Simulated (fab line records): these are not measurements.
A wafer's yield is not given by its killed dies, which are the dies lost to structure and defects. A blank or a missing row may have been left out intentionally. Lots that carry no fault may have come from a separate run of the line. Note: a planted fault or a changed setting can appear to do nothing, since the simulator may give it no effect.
Code-filled problem report in 8D (eight disciplines) form    flow berkeley_cmos170    the parts of the form that need people (team, actions taken, sign-off) are left out

1. WHAT WENT WRONG
At UCB170_M2_CD_MEAS_15, cd_nm averages 692.0 nm over 6 wafers from 2 lots, while fault-free wafers read 699.8 nm, standard deviation 1.5. Relative to the usual mean, that is a shift of -5.2 standard deviations.
The step: target cd 700 nm.
Seen first at day 11 03:26 on cd_sem-01, wafer L279.3. The record has a number at this step for 42 wafers belonging to 14 lots. Rule for "out" (also "out of limits"): further than 4 standard deviations from the usual mean. All remaining wafers that have a number are taken as sound.

2. WHAT IT IS, WHAT IT ISN'T
question                     is                      is not
which readings at this step  cd_nm                   -
which lots                   L279, L280              L260, L261, L263, L265, L268, L269, L270, L272, L275, L276, L277, L283
which wafers of those lots   all that have a number  -
read on which gauges         cd_sem-01, cd_sem-02    -
when                         from day 11 03:26       up to then (33 sound wafers); but 3 sound wafers of L283 came after

3. SUSPECTS, AND WHAT RULES EACH OUT
Counting: a tool stays on the suspect list if, at a process step up to the reading, it processed all lots that are out and no sound lot following the first of them.
- the gauge at UCB170_M2_CD_MEAS_15: ruled out. Those wafers that are out were read across 2 gauges (cd_sem-01, cd_sem-02).
- litho_track-02 at UCB170_M2_PEB_13: kept. It ran every lot that is out, first L279 (day 11 03:10), and no sound lot after that; its last sound lot up to then is L275 (day 10 10:17).
After counting, what remains is litho_track-02 at UCB170_M2_PEB_13.

4. THE CAUSE (what the simulator had put in)
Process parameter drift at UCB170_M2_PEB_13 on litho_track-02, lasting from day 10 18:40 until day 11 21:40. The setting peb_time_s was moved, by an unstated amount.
The count eliminated every tool but this one.

5. THE EFFECT CHAIN, in route order
Each row: a reading whose mean over the struck wafers that have a number lies more than 3 standard deviations from the usual. Scope: only readings with a usual standard deviation given in the record; hours: median across lots of the time from each lot's start at the first step in this table that gives one to its start at this step; sigmas: change in usual standard deviations.
hours  step                  reading  usual     on struck wafers  change  sigmas
0      UCB170_M2_CD_MEAS_15  cd_nm    699.8 nm  692.0             -7.8    -5.2

6. WHAT WOULD HAVE CAUGHT IT SOONER
Counted from the fault's start at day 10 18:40, it took 9 hours until the first out-of-limits reading at a measuring or inspecting step in this record, taken at day 11 03:26.
No tool reading at UCB170_M2_PEB_13 that has a usual standard deviation in the record was out on any struck wafer, so an alarm limit of 4 standard deviations on those readings would not have fired.
Lots out: 2; of these, L280 started UCB170_M2_PEB_13 on litho_track-02 after day 11 03:26. A hold on the tool at that time would have spared it.
